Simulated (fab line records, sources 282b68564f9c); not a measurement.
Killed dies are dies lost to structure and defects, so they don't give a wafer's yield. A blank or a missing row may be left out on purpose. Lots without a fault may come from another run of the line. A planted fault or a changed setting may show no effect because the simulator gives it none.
fab line records | flow rit_cmos
record lots=5 wafers=23
route steps=202 shown SPACER@128 NSD@132 SILICIDE@161 CONTACT@175 M1@192
start_h: hours from the record's first day to the start of the lot's first wafer shown | wait_h: hours since the lot's step before | " the same as in the row above | L1.1+2: a row that stands for several wafers | - no value, or no start given | * or withheld: withheld | < > ~ a bound
route shown NAME@n: a module of which the file shows steps, and the number in the route of the first | usual: mean/standard deviation of fault-free wafers | same: alike in all rows | chamber/n: place in a boat | sites: the reading at each site | _std_site: their standard deviation | _edge_site: outer sites' mean less inner sites' | radius_mm: how far each site lies from the wafer's centre | mask NAME#n: copy n | behind: the tool/chamber that last shaped the wafer | hold: why the lot was held/for how many hours/how that ended | device: the transistor (n, p or np) that didn't switch | end of line: the same wafers' tests at the end of the route | a step without rows: its recipe alone | killed: dies lost to structure and defects at the first sort, not the wafer's yield | map: a wafer's dies, x killed, . not, _ none there
set.NAME: the setting as run; set.NAME@STEP: as run at that earlier step | model.NAME: the simulator's own value behind a step, which no gauge read
lots whose settings were changed on purpose; a table a step, a row a wafer
## steps
# step RIT_SPACER_CVD_03
# recipe material=Si3N4 target_thk_nm=250 temp_c=810 precursor=SiH2Cl2/NH3 time_s=3300 pressure_mtorr=300 sih2cl2_flow_sccm=60 nh3_flow_sccm=150
# columns lot.wafer tool chamber start_h wait_h set.time_s model.Si3N4_of_SPACER_CVD_03.thk_nm
L074.1 lpcvd-02 1 43.07 0.0 3300 249.5
L074.2 " 1 " " 3300 249.8
L074.4 " 1 " " 3300 247.1
L076.1 - - - 0.0 2937 221.7
L076.2 " - " " 2937 222.8
L076.4 " - " " 2937 220.8
L076.5 " - " " 2937 219.9
L076.6 " - " " 2937 223.6
L078.1 - - - 0.0 3646 276.6
L078.2 " - " " 3646 277.2
L078.3 " - " " 3646 279.4
L078.4 " - " " 3646 279.1
L078.5 " - " " 3646 274.5
L084.1 - - - 0.0 3461 260.4
L084.2 " - " " 3461 260.8
L084.4+6 " - " " 3461 259.8
L084.5 " - " " 3461 260.5
L085.1 - - - 0.0 3176 243.1
L085.2 " - " " 3176 243.7
L085.3 " - " " 3176 242.9
L085.5 " - " " 3176 242
L085.6 " - " " 3176 242.5
# step RIT_SPACER_THK_MEAS_04
# recipe reads=Si3N4_of_SPACER_CVD_03
# usual SPACER_NITRIDE_THK=249.3/2.1
# columns lot.wafer tool chamber start_h wait_h set.time_s@SPACER_CVD_03 SPACER_NITRIDE_THK[nm]
L074.1 film_metro-02 - 44.99 0.0 3300 249.4
L074.2 " - " " 3300 249.6
L074.4 " - " " 3300 246.7
L076.1 film_metro-02 - - - 2937 221.7
L076.2 " - " " 2937 222.8
L076.4 " - " " 2937 220.9
L076.5 " - " " 2937 219.9
L076.6 " - " " 2937 223.6
L078.1 film_metro-03 - - - 3646 276.5
L078.2 " - " " 3646 277.2
L078.3 " - " " 3646 279.5
L078.4 " - " " 3646 279.0
L078.5 " - " " 3646 274.5
L084.1 film_metro-04 - - - 3461 260.3
L084.2 " - " " 3461 260.9
L084.4 " - " " 3461 259.7
L084.5 " - " " 3461 260.5
L084.6 " - " " 3461 259.5
L085.1 film_metro-02 - - - 3176 243.0
L085.2 " - " " 3176 243.8
L085.3 " - " " 3176 242.9
L085.5 " - " " 3176 241.8
L085.6 " - " " 3176 242.7
# step RIT_SPACER_ETCHBACK_05
# recipe target_depth_a=2500 SF6_flow_sccm=30 CHF3_flow_sccm=30 target=Si3N4 chemistry=SF6/CHF3 pressure_mtorr=40 rf_w=250 time_s=240 stop_on=SiO2
# columns lot.wafer tool chamber start_h wait_h set.time_s@SPACER_CVD_03 model.etch.depth_nm model.Si3N4_of_SPACER_CVD_03.thk_nm
L074.1 rie_diel-04 3 45.05 0.1 3300 249.5 195.9
L074.2 " 1 " " 3300 249.8 195.5
L074.4 " 2 " " 3300 247.1 192.9
L076.1 rie_diel-03 0 57.29 0.1 2937 221.7 174.8
L076.2 " 1 " " 2937 222.8 174.7
L076.4 " 2 " " 2937 220.8 174.5
L076.5 " 2 " " 2937 219.9 173.5
L076.6 " 3 " " 2937 223.6 177.1
L078.1 rie_diel-03 3 65.46 0.1 3646 276.6 218.5
L078.2 " 0 " " 3646 277.2 218.6
L078.3 " 1 " " 3646 279.4 219.2
L078.4 " 3 " " 3646 279.1 220.5
L078.5 " 1 " " 3646 274.5 214.8
L084.1 rie_diel-04 2 95.99 0.1 3461 260.4 204.2
L084.2 " 3 " " 3461 260.8 205.7
L084.4 " 1 " " 3461 259.8 204.4
L084.5 " 0 " " 3461 260.5 204.5
L084.6 " 3 " " 3461 259.8 204.2
L085.1 rie_diel-04 0 100.05 0.1 3176 243.1 191.4
L085.2 " 1 " " 3176 243.7 191.6
L085.3 " 3 " " 3176 242.9 191.2
L085.5 " 2 " " 3176 242 189.4
L085.6 " 1 " " 3176 242.5 190.3
# step RIT_NSD_COAT_01
# recipe resist=NOVOLAK spin_rpm=3250 resist_thk_nm=1000
# columns lot.wafer tool chamber start_h wait_h set.resist_thk_nm model.NOVOLAK_of_NSD_COAT_01.thk_nm
L074.1+4 litho_track-01 0 45.35 0.1 1000 1001
L074.2 " 0 " " 1000 1004
L076.1 litho_track-04 0 57.59 0.1 1000 1008
L076.2 " 0 " " 1053 1057
L076.4 " 0 " " 1053 1053
L076.5 " 0 " " 1000 1005
L076.6 " 0 " " 1000 1003
L078.1 litho_track-03 0 65.90 0.1 973.3 971.1
L078.2 " 0 " " 1000 1001
L078.3 " 0 " " 973.3 973.7
L078.4+5 " 0 " " 1000 1000
L084.1 litho_track-01 0 96.29 0.1 1000 999.9
L084.2 " 0 " " 1000 999.1
L084.4 " 0 " " 1000 997.5
L084.5 " 0 " " 1000 1002
L084.6 " 0 " " 1000 998.5
L085.1 litho_track-04 0 100.35 0.1 982.5 989
L085.2 " 0 " " 982.5 987.9
L085.3 " 0 " " 1000 1005
L085.5+6 " 0 " " 1000 1004
# step RIT_NSD_SOFTBAKE_02
# recipe resist=NOVOLAK temp_c=90 time_s=60
# step RIT_NSD_EXPOSE_03
# recipe mask_id=M9 na=0.57 target_cd_nm=40700 dose_mj=250
# step RIT_NSD_DEVELOP_05
# recipe resist=NOVOLAK develop_time_s=50 dev_temp_c=23
# step RIT_NSD_HARDBAKE_07
# recipe resist=NOVOLAK temp_c=140 time_s=60
# columns lot.wafer tool chamber start_h wait_h set.resist_thk_nm@NSD_COAT_01 model.NOVOLAK_of_NSD_COAT_01.thk_nm
L074.1 litho_track-03 0 46.08 0.0 1000 884.3
L074.2 " 0 " " 1000 887.5
L074.4 " 0 " " 1000 884.9
L076.1 litho_track-03 0 58.54 0.0 1000 890.7
L076.2 " 0 " " 1053 933.3
L076.4 " 0 " " 1053 930.3
L076.5 " 0 " " 1000 888.5
L076.6 " 0 " " 1000 886.6
L078.1 litho_track-04 0 66.96 0.2 973.3 858.4
L078.2 " 0 " " 1000 884.9
L078.3 " 0 " " 973.3 860.8
L078.4+5 " 0 " " 1000 884.2
L084.1 litho_track-03 0 97.03 0.0 1000 883.7
L084.2 " 0 " " 1000 882.9
L084.4 " 0 " " 1000 881.5
L084.5 " 0 " " 1000 885.4
L084.6 " 0 " " 1000 882.4
L085.1 litho_track-04 0 101.38 0.1 982.5 874.2
L085.2 " 0 " " 982.5 873.1
L085.3 " 0 " " 1000 888.3
L085.5 " 0 " " 1000 887.2
L085.6 " 0 " " 1000 887.3
# step RIT_SILICIDE_WET_ETCH_00
# recipe chemistry=BOE target=SiO2 target_depth_nm=14 time_s=15 dry=n2_spin dilution=10:1 temp_c=21.5
# columns lot.wafer tool chamber start_h wait_h set.time_s
L074.1+2+4 wet_bench-01 1 49.09 0.1 15
L076.1+2+4+5+6 - - - 0.1 15
L078.1+2+3+4+5 - - - 0.1 15
L084.1+2+4+5+6 - - - 0.1 13.19
L085.1+2+3+5+6 - - - 0.1 15
# step RIT_CONTACT_DEVELOP_07
# recipe resist=NOVOLAK develop_time_s=120 dev_temp_c=23
# columns lot.wafer tool chamber start_h wait_h set.develop_time_s
L074.1+2+4 litho_track-01 0 - - 120
L076.1+6 litho_track-02 0 - - 120
L076.2+4+5 " 0 " " 130.7
L078.1+4 litho_track-02 0 - - 120
L078.2+3+5 " 0 " " 125.9
L084.1+2+6 litho_track-01 0 - - 120
L084.4+5 " 0 " " 103.2
L085.1+5 litho_track-03 0 - - 131.5
L085.2+3+6 " 0 " " 120
# step RIT_CONTACT_CD_MEAS_08
# recipe target_cd_nm=1000
# usual cd_nm=998.9/1.5
# columns lot.wafer tool chamber start_h wait_h set.develop_time_s@CONTACT_DEVELOP_07 cd_nm
L074.1 cd_sem-02 - 50.68 - 120 998.8
L074.2 " - " " 120 997.3
L074.4 " - " " 120 998.4
L076.1 cd_sem-02 - 63.20 - 120 1000.4
L076.2 " - " " 130.7 1009.0
L076.4 " - " " 130.7 1007.1
L076.5 " - " " 130.7 1007.0
L076.6 " - " " 120 999.7
L078.1 cd_sem-02 - 71.55 - 120 997.3
L078.2 " - " " 125.9 1003.2
L078.3 " - " " 125.9 1002.7
L078.4 " - " " 120 998.4
L078.5 " - " " 125.9 1002.2
L084.1 cd_sem-02 - 101.67 - 120 998.4
L084.2 " - " " 120 998.9
L084.4 " - " " 103.2 986.1
L084.5 " - " " 103.2 986.8
L084.6 " - " " 120 1000.7
L085.1 cd_sem-02 - 106.20 - 131.5 1004.4
L085.2 " - " " 120 996.4
L085.3 " - " " 120 997.3
L085.5 " - " " 131.5 1003.9
L085.6 " - " " 120 999.2
# step RIT_CONTACT_HARDBAKE_10
# recipe resist=NOVOLAK temp_c=140 time_s=60
# step RIT_CONTACT_ETCH_11
# recipe target_depth_a=4800 over_etch_frac=0.2 stop_on=TiSi2 chemistry=CHF3/CF4/Ar target=SiO2 CHF3_flow_sccm=50 cf4_flow_sccm=10 Ar_flow_sccm=100 O2_flow_sccm=5 pressure_mtorr=100 rf_w=200 time_s=320
# columns lot.wafer tool chamber start_h wait_h set.develop_time_s@CONTACT_DEVELOP_07 model.CONTACT.cd_nm
L074.1 rie_diel-01 1 50.99 0.1 120 999.4
L074.2 " 0 " " 120 997.5
L074.4 " 2 " " 120 999.1
L076.1 rie_diel-02 1 63.51 0.1 120 1000
L076.2 " 3 " " 130.7 1009
L076.4+5 " 2,3 " " 130.7 1007
L076.6 " 2 " " 120 999.8
L078.1 rie_diel-01 3 71.99 0.1 120 996.7
L078.2+3+5 " 0,2,1 " " 125.9 1003
L078.4 " 1 " " 120 998.9
L084.1 rie_diel-01 2 101.97 0.1 120 998.3
L084.2 " 3 " " 120 998.6
L084.4 " 0 " " 103.2 986.5
L084.5 " 1 " " 103.2 987.4
L084.6 " 0 " " 120 1001
L085.1+5 rie_diel-01 3 106.65 0.1 131.5 1003
L085.2 " 2 " " 120 996
L085.3 " 1 " " 120 997.6
L085.6 " 0 " " 120 999.5
# step RIT_CONTACT_STRIP_12
# recipe chemistry=O2 time_s=180 resist=NOVOLAK platen_temp_c=withheld power_w=500 pressure_mtorr=4000 o2_flow_sccm=4000
# step RIT_CONTACT_CD_MEAS_90
# recipe target_cd_nm=1000
# usual cd_nm=998.8/1.6
# columns lot.wafer tool chamber start_h wait_h set.develop_time_s@CONTACT_DEVELOP_07 cd_nm
L074.1 cd_sem-01 - 51.36 0.1 120 999.6
L074.2 " - " " 120 997.3
L074.4 " - " " 120 999.3
L076.1 cd_sem-01 - 63.88 0.1 120 1000.5
L076.2 " - " " 130.7 1009.1
L076.4 " - " " 130.7 1006.5
L076.5 " - " " 130.7 1006.6
L076.6 " - " " 120 999.7
L078.1 cd_sem-02 - 72.36 0.1 120 996.9
L078.2 " - " " 125.9 1003.6
L078.3 " - " " 125.9 1002.5
L078.4 " - " " 120 998.9
L078.5 " - " " 125.9 1003.1
L084.1 cd_sem-01 - 102.43 0.2 120 998.2
L084.2 " - " " 120 998.4
L084.4 " - " " 103.2 986.6
L084.5 " - " " 103.2 987.3
L084.6 " - " " 120 1001.4
L085.1 cd_sem-02 - 107.02 0.1 131.5 1003.0
L085.2 " - " " 120 996.2
L085.3 " - " " 120 997.7
L085.5 " - " " 131.5 1003.0
L085.6 " - " " 120 999.6
# step RIT_M1_DEVELOP_08
# recipe resist=NOVOLAK develop_time_s=68 dev_temp_c=23
# columns lot.wafer tool chamber start_h wait_h set.develop_time_s
L074.1+2+4 litho_track-03 0 - - 68
L076.1+5+6 litho_track-02 0 - - 68
L076.2+4 " 0 " " 73.69
L078.1+2+3+4+5 litho_track-04 0 - - 68
L084.1+2 litho_track-03 0 - - 78.04
L084.4+5+6 " 0 " " 68
L085.1+2+3+5+6 litho_track-03 0 - - 68
# step RIT_M1_CD_MEAS_09
# recipe target_cd_nm=2600
# usual cd_nm=2600.6/2.2
# columns lot.wafer tool chamber start_h wait_h set.develop_time_s@M1_DEVELOP_08 cd_nm
L074.1 cd_sem-02 - 53.32 - 68 2598.9
L074.2 " - " " 68 2596.9
L074.4 " - " " 68 2597.1
L076.1 cd_sem-02 - 65.70 - 68 2598.7
L076.2 " - " " 73.69 2589.9
L076.4 " - " " 73.69 2591.8
L076.5 " - " " 68 2600.7
L076.6 " - " " 68 2598.0
L078.1 cd_sem-02 - 74.19 - 68 2600.4
L078.2 " - " " 68 2602.0
L078.3 " - " " 68 2602.4
L078.4 " - " " 68 2600.3
L078.5 " - " " 68 2600.5
L084.1 cd_sem-01 - 104.57 - 78.04 2591.0
L084.2 " - " " 78.04 2592.1
L084.4 " - " " 68 2603.4
L084.5 " - " " 68 2603.9
L084.6 " - " " 68 2604.5
L085.1 cd_sem-02 - 108.85 - 68 2600.6
L085.2 " - " " 68 2599.4
L085.3 " - " " 68 2600.6
L085.5 " - " " 68 2601.1
L085.6 " - " " 68 2602.1
# step RIT_M1_METAL_ETCH_12
# recipe stop_on=SiO2 chemistry=Cl2/BCl3 target=Al time_s=165 over_etch_frac=0.5 pressure_mtorr=100 target_depth_a=6000 rf_w=250 Cl2_flow_sccm=60 bcl3_flow_sccm=50
# usual oes_product_au=0.787/0.0097
# columns lot.wafer tool chamber start_h wait_h set.over_etch_frac oes_product_au model.NOVOLAK_of_M1_COAT_04.thk_nm
L074.1 rie_metal-02 0 53.73 0.2 0.5 0.790 805.6
L074.2 " 1 " " 0.5 0.772 796.5
L074.4 " 0 " " 0.5 0.797 794.4
L076.1 rie_metal-03 0 66.11 0.2 0.5 0.778 793.2
L076.2 " 1 " " 0.5 0.795 794.4
L076.4 " 1 " " 0.3875 0.837 822.1
L076.5 " 1 " " 0.5 0.799 794.3
L076.6 " 0 " " 0.3875 0.825 824
L078.1 rie_metal-01 0 74.59 0.2 0.5 0.792 800.4
L078.2 " 1 " " 0.5 0.804 810.8
L078.3 " 0 " " 0.5 0.786 807.8
L078.4 " 1 " " 0.5 0.781 813.9
L078.5 " 0 " " 0.5 0.801 802.5
L084.1 rie_metal-01 0 105.00 0.2 0.5 0.789 801.4
L084.2 " 1 " " 0.5 0.799 816.1
L084.4 " 1 " " 0.5 0.803 804.8
L084.5 " 0 " " 0.5 0.778 801.1
L084.6 " 1 " " 0.5 0.797 809.5
L085.1 rie_metal-03 1 109.25 0.2 0.5 0.783 801.6
L085.2 " 0 " " 0.3507 0.824 836.6
L085.3 " 1 " " 0.5 0.782 801.4
L085.5 " 1 " " 0.3507 0.838 833.3
L085.6 " 0 " " 0.5 0.769 800.6
# step RIT_M1_STRIP_13
# recipe chemistry=nmp resist=NOVOLAK temp_c=80 time_s=600 dry=n2_spin
# step RIT_M1_STRIP_14
# recipe chemistry=O2 time_s=180 platen_temp_c=withheld power_w=500 pressure_mtorr=4000 o2_flow_sccm=4000
# step RIT_M1_CD_MEAS_90
# recipe target_cd_nm=2600
# usual cd_nm=2598.9/2.7
# columns lot.wafer tool chamber start_h wait_h set.develop_time_s@M1_DEVELOP_08 cd_nm
L074.1 cd_sem-01 - 54.26 0.1 68 2594.1
L074.2 " - " " 68 2596.2
L074.4 " - " " 68 2592.3
L076.1 cd_sem-01 - 66.62 0.1 68 2598.2
L076.2 " - " " 73.69 2588.5
L076.4 " - " " 73.69 2592.7
L076.5 " - " " 68 2599.3
L076.6 " - " " 68 2598.8
L078.1 cd_sem-01 - 75.14 0.1 68 2599.8
L078.2 " - " " 68 2603.4
L078.3 " - " " 68 2600.9
L078.4 " - " " 68 2600.2
L078.5 " - " " 68 2599.6
L084.1 cd_sem-01 - 105.53 0.1 78.04 2589.6
L084.2 " - " " 78.04 2592.5
L084.4 " - " " 68 2604.3
L084.5 " - " " 68 2600.9
L084.6 " - " " 68 2604.6
L085.1 cd_sem-02 - 109.77 0.1 68 2598.7
L085.2 " - " " 68 2599.7
L085.3 " - " " 68 2599.8
L085.5 " - " " 68 2601.1
L085.6 " - " " 68 2599.1
# step RIT_M1_ANNEAL_15
# recipe temp_c=450 time_s=1800 ambient=forming_gas_H2N2
# step RIT_M1_PROBE_99
# columns lot.wafer tool chamber start_h wait_h set.temp_c@ACTIVE_CVD_03 set.time_s@SILICIDE_WET_ETCH_00 model.etest.nplus_sal.width_nm model.etest.pplus_sal.width_nm model.etest.nldd.width_nm model.etest.pldd.width_nm
L074.1 prober-02 - 56.00 0.1 810 15 3425 3425 3169 3164
L074.2 prober-02 - 56.05 0.1 810 15 3438 3431 3160 3162
L074.4 prober-02 - 56.15 0.2 810 15 3429 3438 3141 3148
L076.1 prober-02 - 68.36 0.1 810 15 3470 3454 3155 3165
L076.2 prober-02 - 68.41 0.1 810 15 3494 3480 3178 3162
L076.4 prober-02 - 68.51 0.2 810 15 3478 3504 3168 3156
L076.5 prober-02 - 68.56 0.2 810 15 3474 3482 3162 3150
L076.6 prober-02 - 68.61 0.2 810 15 3471 3455 3165 3175
L078.1 prober-02 - 76.88 0.1 810 15 3353 3356 3157 3145
L078.2 prober-02 - 76.93 0.1 810 15 3396 3386 3174 3164
L078.3 prober-02 - 76.98 0.2 810 15 3382 3377 3172 3168
L078.4 prober-02 - 77.03 0.2 810 15 3356 3365 3139 3148
L078.5 prober-02 - 77.08 0.2 810 15 3379 3426 3140 3169
L084.1 prober-02 - 107.27 0.1 833.6 13.19 3992 3984 3337 3342
L084.5 prober-02 - 107.47 0.2 833.6 13.19 3962 3975 3333 3330
L085.1 prober-01 - 111.51 0.1 798.8 15 3400 3404 3100 3104
L085.2 prober-01 - 111.56 0.1 798.8 15 3402 3401 3103 3102
L085.3 prober-01 - 111.61 0.2 798.8 15 3422 3403 3101 3087
L085.5 prober-01 - 111.71 0.2 798.8 15 3415 3421 3115 3090
L085.6 prober-01 - 111.76 0.2 798.8 15 3415 3421 3095 3106
# killed by level:class
L074.1 FOX1:geometric_particle:open=1 GATE:geometric_particle:open=1 SILICIDE:geometric_particle:short=1
L074.2 FOX1:geometric_particle:open=2 SPACER:geometric_particle:open=2 SILICIDE:geometric_particle:short=2 GATE:geometric_particle:short=1 GATE:geometric_particle:open=1
L074.4 GATE:geometric_particle:short=2 SPACER:geometric_particle:short=2 SILICIDE:geometric_particle:short=2 FOX1:geometric_particle:open=1 FOX2:geometric_particle:short=1 GATE:geometric_particle:open=1
## key
split step=RIT_SPACER_CVD_03 setting=time_s stated=3300 by=lot
response step=RIT_SPACER_CVD_03 reading=model.Si3N4_of_SPACER_CVD_03.thk_nm change=+2.51 per=1% r=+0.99
response step=RIT_SPACER_THK_MEAS_04 reading=SPACER_NITRIDE_THK change=+2.51 per=1% r=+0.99
response step=RIT_SPACER_ETCHBACK_05 reading=model.etch.depth_nm change=+2.51 per=1% r=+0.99
response step=RIT_SPACER_ETCHBACK_05 reading=model.Si3N4_of_SPACER_CVD_03.thk_nm change=+1.96 per=1% r=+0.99
split step=RIT_NSD_COAT_01 setting=resist_thk_nm stated=1000 by=wafer
response step=RIT_NSD_COAT_01 reading=model.NOVOLAK_of_NSD_COAT_01.thk_nm change=+9.54 per=1% r=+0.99
response step=RIT_NSD_HARDBAKE_07 reading=model.NOVOLAK_of_NSD_COAT_01.thk_nm change=+8.35 per=1% r=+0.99
split step=RIT_SILICIDE_WET_ETCH_00 setting=time_s stated=15 by=lot
response step=RIT_M1_PROBE_99 reading=model.etest.nplus_sal.width_nm change=-46 per=1% r=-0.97
response step=RIT_M1_PROBE_99 reading=model.etest.pplus_sal.width_nm change=-46 per=1% r=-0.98
split step=RIT_CONTACT_DEVELOP_07 setting=develop_time_s stated=120 by=wafer
response step=RIT_CONTACT_CD_MEAS_08 reading=cd_nm change=+0.857 per=1% r=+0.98
response step=RIT_CONTACT_ETCH_11 reading=model.CONTACT.cd_nm change=+0.805 per=1% r=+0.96
response step=RIT_CONTACT_CD_MEAS_90 reading=cd_nm change=+0.802 per=1% r=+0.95
split step=RIT_M1_DEVELOP_08 setting=develop_time_s stated=68 by=wafer
response step=RIT_M1_CD_MEAS_09 reading=cd_nm change=-0.875 per=1% r=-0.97
response step=RIT_M1_CD_MEAS_90 reading=cd_nm change=-0.864 per=1% r=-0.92
split step=RIT_M1_METAL_ETCH_12 setting=over_etch_frac stated=0.5 by=wafer
response step=RIT_M1_METAL_ETCH_12 reading=oes_product_au change=-0.00178 per=1% r=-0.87
response step=RIT_M1_METAL_ETCH_12 reading=model.NOVOLAK_of_M1_COAT_04.thk_nm change=-1.19 per=1% r=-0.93
split outside_this_file step=RIT_ACTIVE_CVD_03 setting=temp_c
# split outside_this_file: this setting was split too, and the file shows its column; the key of that split is in another file
